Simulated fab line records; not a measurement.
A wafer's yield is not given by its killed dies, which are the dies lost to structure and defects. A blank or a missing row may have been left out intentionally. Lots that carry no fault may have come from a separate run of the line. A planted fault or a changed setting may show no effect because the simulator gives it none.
Struck lot and sound lot, side by side    flow berkeley_cmos170    14 out of 331 route steps
Sound: these wafers, L373.1, L373.2, L373.4. The struck wafers were L368.3, L368.4, L368.6. The cause comes at the end.
Each step with rows lists, per side, the tool, then ch with its chambers, then its first start. Under that, the readings that differ: sound wafers    struck wafers    difference of the means    sigmas: that difference in standard deviations of wafers without a fault.
alike: words and numbers the same on both sides, and readings whose means are apart by under 2 such deviations; not compared: readings that were withheld, readings missing a value for some wafer, numbers with overlapping values and no deviation given by the record, and bounds like >300 which may hide the same value.
The two part at a step that has a row with sigmas, a row that says differs or no value, or rows on one side only. Numbers that have no deviation but don't overlap get no sigmas and don't part them. A reading missing from all wafers of one side parts the sides only when that side holds two or more wafers.

first, 1 step without rows for these wafers: UCB170_CONTACT_CVD_01 (deposits PSG from SiH4/O2/PH3, target thk 700 nm, time 2820 s).
UCB170_CONTACT_THK_MEAS_02:
  sound: film_metro-01 at day 10 19:49; struck: film_metro-03 at day 9 14:32
  alike: CONTACT_PSG_THK
then, 3 steps without rows for these wafers: UCB170_CONTACT_HMDS_03 (prime time 60 s); UCB170_CONTACT_COAT_04 (resist thk 900 nm); UCB170_CONTACT_SOFTBAKE_05 (time 60 s).
UCB170_CONTACT_STRIP_06: strips in O2.
  sound on plasma_asher-04 ch 0,1, day 10 20:35; struck on plasma_asher-04 ch 0,1, day 9 15:04
  alike: drypump_motor_current_A, oes_product_au, strip_time_to_endpoint_s
  not compared: rf_hours_counter_h
then, 1 step without rows for these wafers: UCB170_CONTACT_CLEAN_07 (cleans in SPM, time 600 s).
UCB170_CONTACT_RTA_08: time 10 s.
  sound on rtp_anneal-01 ch 0, day 10 20:53; struck on rtp_anneal-01 ch 0, day 9 16:01
  alike: lamp_power_pct, wafer_temp_C_max
then, 4 steps without rows for these wafers: UCB170_CONTACT_COAT_09; UCB170_CONTACT_COAT_10 (resist thk 900 nm); UCB170_CONTACT_SOFTBAKE_11 (time 60 s); UCB170_CONTACT_EXPOSE_12 (exposes mask CONT, target cd 700 nm).
UCB170_CONTACT_PEB_13:
  sound on litho_track-01 ch 0, day 10 21:56; struck on litho_track-01, day 9 17:38
  no value came back on the struck wafers for chill_plate_temp_C (C), exhaust_pa (Pa), resist_line_temp_C (C); on the sound wafers chill_plate_temp_C (C) reads 22.99 23.07 23.04
then, 1 step without rows for these wafers: UCB170_CONTACT_DEVELOP_14 (develop time 45 s).

WHERE THEY PART
UCB170_CONTACT_PEB_13 only, going by this record.

WHY: what had been put in by the simulator
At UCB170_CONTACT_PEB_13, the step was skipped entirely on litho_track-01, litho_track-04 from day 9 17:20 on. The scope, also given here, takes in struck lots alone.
